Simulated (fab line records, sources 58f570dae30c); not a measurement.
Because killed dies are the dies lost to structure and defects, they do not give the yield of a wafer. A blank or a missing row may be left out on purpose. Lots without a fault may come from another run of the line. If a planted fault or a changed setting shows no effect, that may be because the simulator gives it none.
Lot-split experiment || flow berkeley cmos170 || 23 wafers read across 5 lots, on a route 331 steps long

SPLIT DETAILS
At UCB170_NLDD_PEB_04, the setting peb temp c was moved away from the recipe's 130 C on 5 of the 23 wafers read, by +1.9% to +2.1%. For the rest of the wafers, this setting stayed at what the recipe calls for.

THE PATH FROM SPLIT TO READING: the file shows 1 step between them
- UCB170_NLDD_DEVELOP_05: develop time 45 s

THE READING
At UCB170_NLDD_CD_MEAS_06: cd nm in nanometres, against a target cd of 1200 nm. On this fab line, fault-free wafers typically give 1199.7 nm with a standard deviation of 1.5 nm.

{"wafer": "L075.1", "tool, chamber at the split": "litho track-01, 0", "peb temp c as run, C": 130, "against the recipe": "recipe", "cd nm, nm": 1198.8, "against lot-mates on the recipe": "-"}
{"wafer": "L075.2", "tool, chamber at the split": "litho track-01, 0", "peb temp c as run, C": 130, "against the recipe": "recipe", "cd nm, nm": 1198.0, "against lot-mates on the recipe": "-"}
{"wafer": "L075.3", "tool, chamber at the split": "litho track-01, 0", "peb temp c as run, C": 130, "against the recipe": "recipe", "cd nm, nm": 1198.1, "against lot-mates on the recipe": "-"}
{"wafer": "L075.4", "tool, chamber at the split": "litho track-01, 0", "peb temp c as run, C": 130, "against the recipe": "recipe", "cd nm, nm": 1199.4, "against lot-mates on the recipe": "-"}
{"wafer": "L075.6", "tool, chamber at the split": "litho track-01, 0", "peb temp c as run, C": 130, "against the recipe": "recipe", "cd nm, nm": 1198.8, "against lot-mates on the recipe": "-"}
{"wafer": "L078.1", "tool, chamber at the split": "litho track-01, 0", "peb temp c as run, C": 130, "against the recipe": "recipe", "cd nm, nm": 1199.0, "against lot-mates on the recipe": "-"}
{"wafer": "L078.2", "tool, chamber at the split": "litho track-01, 0", "peb temp c as run, C": 130, "against the recipe": "recipe", "cd nm, nm": 1198.8, "against lot-mates on the recipe": "-"}
{"wafer": "L078.3", "tool, chamber at the split": "litho track-01, 0", "peb temp c as run, C": 130, "against the recipe": "recipe", "cd nm, nm": 1198.4, "against lot-mates on the recipe": "-"}
{"wafer": "L078.5", "tool, chamber at the split": "litho track-01, 0", "peb temp c as run, C": 130, "against the recipe": "recipe", "cd nm, nm": 1198.5, "against lot-mates on the recipe": "-"}
{"wafer": "L078.6", "tool, chamber at the split": "litho track-01, 0", "peb temp c as run, C": 130, "against the recipe": "recipe", "cd nm, nm": 1199.1, "against lot-mates on the recipe": "-"}
{"wafer": "L080.1", "tool, chamber at the split": "litho track-04, 0", "peb temp c as run, C": 130, "against the recipe": "recipe", "cd nm, nm": 1198.7, "against lot-mates on the recipe": "-"}
{"wafer": "L080.2", "tool, chamber at the split": "litho track-04, 0", "peb temp c as run, C": 132.7, "against the recipe": "+2.1%", "cd nm, nm": 1214.1, "against lot-mates on the recipe": "+15.6"}
{"wafer": "L080.4", "tool, chamber at the split": "litho track-04, 0", "peb temp c as run, C": 130, "against the recipe": "recipe", "cd nm, nm": 1198.2, "against lot-mates on the recipe": "-"}
{"wafer": "L080.5", "tool, chamber at the split": "litho track-04, 0", "peb temp c as run, C": 132.7, "against the recipe": "+2.1%", "cd nm, nm": 1216.1, "against lot-mates on the recipe": "+17.6"}
{"wafer": "L080.6", "tool, chamber at the split": "litho track-04, 0", "peb temp c as run, C": 132.7, "against the recipe": "+2.1%", "cd nm, nm": 1216.3, "against lot-mates on the recipe": "+17.8"}
{"wafer": "L082.2", "tool, chamber at the split": "litho track-01, 0", "peb temp c as run, C": 130, "against the recipe": "recipe", "cd nm, nm": 1200.1, "against lot-mates on the recipe": "-"}
{"wafer": "L082.3", "tool, chamber at the split": "litho track-01, 0", "peb temp c as run, C": 130, "against the recipe": "recipe", "cd nm, nm": 1201.7, "against lot-mates on the recipe": "-"}
{"wafer": "L082.6", "tool, chamber at the split": "litho track-01, 0", "peb temp c as run, C": 130, "against the recipe": "recipe", "cd nm, nm": 1201.8, "against lot-mates on the recipe": "-"}
{"wafer": "L085.2", "tool, chamber at the split": "litho track-03, 0", "peb temp c as run, C": 130, "against the recipe": "recipe", "cd nm, nm": 1200.2, "against lot-mates on the recipe": "-"}
{"wafer": "L085.3", "tool, chamber at the split": "litho track-03, 0", "peb temp c as run, C": 130, "against the recipe": "recipe", "cd nm, nm": 1199.8, "against lot-mates on the recipe": "-"}
{"wafer": "L085.4", "tool, chamber at the split": "litho track-03, 0", "peb temp c as run, C": 132.5, "against the recipe": "+1.9%", "cd nm, nm": 1215.4, "against lot-mates on the recipe": "+15.5"}
{"wafer": "L085.5", "tool, chamber at the split": "litho track-03, 0", "peb temp c as run, C": 130, "against the recipe": "recipe", "cd nm, nm": 1199.7, "against lot-mates on the recipe": "-"}
{"wafer": "L085.6", "tool, chamber at the split": "litho track-03, 0", "peb temp c as run, C": 132.5, "against the recipe": "+1.9%", "cd nm, nm": 1216.9, "against lot-mates on the recipe": "+17.0"}

FIT RESULTS
A straight line over all 23 wafers: cd nm changes by +8.15 nm for each +1% of peb temp c; r = +0.99; the points scatter about the line by 1.2 nm.
The same after taking each lot's own level away (the mean of its wafers on the recipe; 23 wafers): +8.3 nm for each +1%; r = +1.00; scatter 0.62 nm.
Per that fit: largest peb temp c move, reading shift of 17 nm.
From 1198.45 to 1201.20 nm: that is the span of the lots' own levels, equal to 1.8 times the standard deviation above.
Consequently the slope shifts little with the lot-to-lot level, the two slopes agreeing.
Check: for one of the wafers moved furthest among these (+2.1%), held out of the fit, the line's prediction against its lot-mates is +17.7 nm. It came out at +15.6 nm against them.

THE FILE'S OWN FIT
cd nm changes by +8.32 nm for each +1% of peb temp c, r = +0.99.
